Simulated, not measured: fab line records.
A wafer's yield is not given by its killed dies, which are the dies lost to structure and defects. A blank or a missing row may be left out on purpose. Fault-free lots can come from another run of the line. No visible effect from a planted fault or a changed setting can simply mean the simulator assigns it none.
Which tool was responsible? + flow berkeley-cmos170 + Sampling: 7 lots, 21 wafers, 3 of 331 route steps

== WHAT EACH GAUGE READ, for each wafer ==
UCB170_CONTACT_THK_MEAS_02.
| lot  | measured     | on            | CONTACT_PSG_THK (nm) |
|------|--------------|---------------|----------------------|
| L814 | day 9 11:02  | film-metro-04 | 1393 1405 1401       |
| L818 | day 10 04:57 | film-metro-02 | 1406 1401 1399       |
| L821 | day 10 19:53 | film-metro-02 | 690 696 691          |
| L824 | day 11 02:04 | film-metro-03 | 709 710 712          |
| L828 | day 12 07:25 | film-metro-04 | 692 692 687          |
| L829 | day 12 08:17 | film-metro-04 | 700 696 698          |
| L831 | day 12 10:04 | film-metro-04 | 707 712 711          |

== WHICH TOOL RAN EACH LOT (tool, then ch and the chambers of the sampled wafers, then the start) ==
| lot  | UCB170_PLDD_STRIP_10                 | UCB170_CONTACT_CVD_01                                       |
|------|--------------------------------------|-------------------------------------------------------------|
| L814 | plasma-asher-04 ch 0,1, day 8 13:51  | lpcvd-02 ch 0, day 9 06:35 and lpcvd-01 ch 0, day 9 09:16   |
| L818 | plasma-asher-04 ch 0,1, day 9 06:01  | lpcvd-02 ch 1, day 10 01:11 and lpcvd-01 ch 1, day 10 03:08 |
| L821 | plasma-asher-01 ch 0, day 10 01:18   | lpcvd-02 ch 1, day 10 18:06                                 |
| L824 | plasma-asher-04 ch 0,1, day 10 11:43 | lpcvd-02 ch 1, day 11 00:17                                 |
| L828 | plasma-asher-03 ch 0, day 11 11:00   | lpcvd-02 ch 1, day 12 05:38                                 |
| L829 | plasma-asher-04 ch 0,1, day 11 11:31 | lpcvd-01 ch 0, day 12 06:29                                 |
| L831 | plasma-asher-04 ch 1, day 11 18:56   | lpcvd-01 ch 0, day 12 08:16                                 |
- UCB170_PLDD_STRIP_10: strips in O2.
- UCB170_CONTACT_CVD_01: deposits PSG from SiH4/O2/PH3, target thk 700 nm, time 2820 s.

== THE ANSWER, worked out from the rows above alone ==
Rule: the lots themselves supply what counts as usual. Put in order of their means at a reading, lots are off if they are a third of the lots or fewer, leave a main group of 4 or more, and stand apart from it by a gap of 3 or more times the standard deviation of the main group's means; of several such gaps the widest counts. A main group whose means are all the same, to the digits that the tables above print for the reading, isn't used. A lot without any number at a reading at which 4 lots or more have one is off too. The other lots that the step has rows for count as sound.
Off: at UCB170_CONTACT_THK_MEAS_02 (CONTACT_PSG_THK), L814, L818. For the main group the mean is 700 nm and the standard deviation 8.5.
If a tool, at a process step before that reading, ran all the lots that are off and no sound lot after the first of them, it fits. The gauges at UCB170_CONTACT_THK_MEAS_02 are tried like those tools. Not one of the candidates tried fits.

== WHAT HAD BEEN PUT IN BY THE SIMULATOR ==
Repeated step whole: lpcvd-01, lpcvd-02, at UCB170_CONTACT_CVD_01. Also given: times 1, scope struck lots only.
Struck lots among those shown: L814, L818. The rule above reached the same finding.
